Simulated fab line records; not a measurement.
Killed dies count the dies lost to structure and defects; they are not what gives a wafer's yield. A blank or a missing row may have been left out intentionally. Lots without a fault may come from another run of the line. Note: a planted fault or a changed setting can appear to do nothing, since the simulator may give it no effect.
Which of the tools did it? :: flow berkeley-cmos170 :: 14 lots, 42 wafers sampled, at 1 step of a route of 331

== WHAT EACH GAUGE READ, for each wafer ==
UCB170_PSD_OVL_MEAS_07. Usual: for PSD_OVL the level is 3 nm and the standard deviation is 5.5.
lot: L173
measured: day 7 17:09
on: overlay-01
PSD_OVL (nm): -3 4 1
flag: 

lot: L175
measured: day 8 05:08
on: overlay-01
PSD_OVL (nm): 0 1 1
flag: 

lot: L174
measured: day 8 05:18
on: overlay-02
PSD_OVL (nm): 0 7 3
flag: 

lot: L179
measured: day 9 09:18
on: overlay-01
PSD_OVL (nm): -5 -1 -6
flag: 

lot: L178
measured: day 9 09:23
on: overlay-01
PSD_OVL (nm): 8 3 10
flag: 

lot: L181
measured: day 9 09:43
on: overlay-01
PSD_OVL (nm): 7 8 2
flag: 

lot: L184
measured: day 10 23:55
on: overlay-02
PSD_OVL (nm): -2 -2 4
flag: 

lot: L187
measured: day 11 00:09
on: overlay-02
PSD_OVL (nm): 3 9 6
flag: 

lot: L190
measured: day 12 02:26
on: overlay-02
PSD_OVL (nm): 11 -1 5
flag: 

lot: L192
measured: day 12 05:14
on: overlay-01
PSD_OVL (nm): 5 6 -5
flag: 

lot: L193
measured: day 12 05:26
on: overlay-01
PSD_OVL (nm): 13 5 12
flag: 

lot: L194
measured: day 13 20:01
on: overlay-01
PSD_OVL (nm): 14 10 12
flag: 

lot: L195
measured: day 13 20:17
on: overlay-01
PSD_OVL (nm): 6 2 -4
flag: 

lot: L196
measured: day 14 04:17
on: overlay-02
PSD_OVL (nm): -7 -11 1
flag: 

== WHICH TOOL RAN EACH LOT (tool, then ch and the chambers of the sampled wafers, then the start) ==
There is no process step in the record ahead of these readings.

== WHAT THE TOOLS THEMSELVES READ (means of the sampled wafers that have a number; where no wafer has one, the mark that the record gives instead) ==
The record holds no such reading with a usual standard deviation.

== THE ANSWER, worked out from the rows above alone ==
Rule: take the mean of a lot's wafers that have a number; if it is more than 3 standard deviations from the usual mean, the lot is off. A lot without any number at a reading at which 4 lots or more have one is off too. All remaining lots with rows at the step are treated as sound. After the gauges, taken in route order, come the tools' own readings; for these a lot's mean is taken, as printed above. At the first step where some lot is off, the reading lying furthest off is the one used; lots without a number count as furthest.
No lot is off at any reading shown: from this, nothing can be told.

== WHAT THE SIMULATOR HAD PUT IN ==
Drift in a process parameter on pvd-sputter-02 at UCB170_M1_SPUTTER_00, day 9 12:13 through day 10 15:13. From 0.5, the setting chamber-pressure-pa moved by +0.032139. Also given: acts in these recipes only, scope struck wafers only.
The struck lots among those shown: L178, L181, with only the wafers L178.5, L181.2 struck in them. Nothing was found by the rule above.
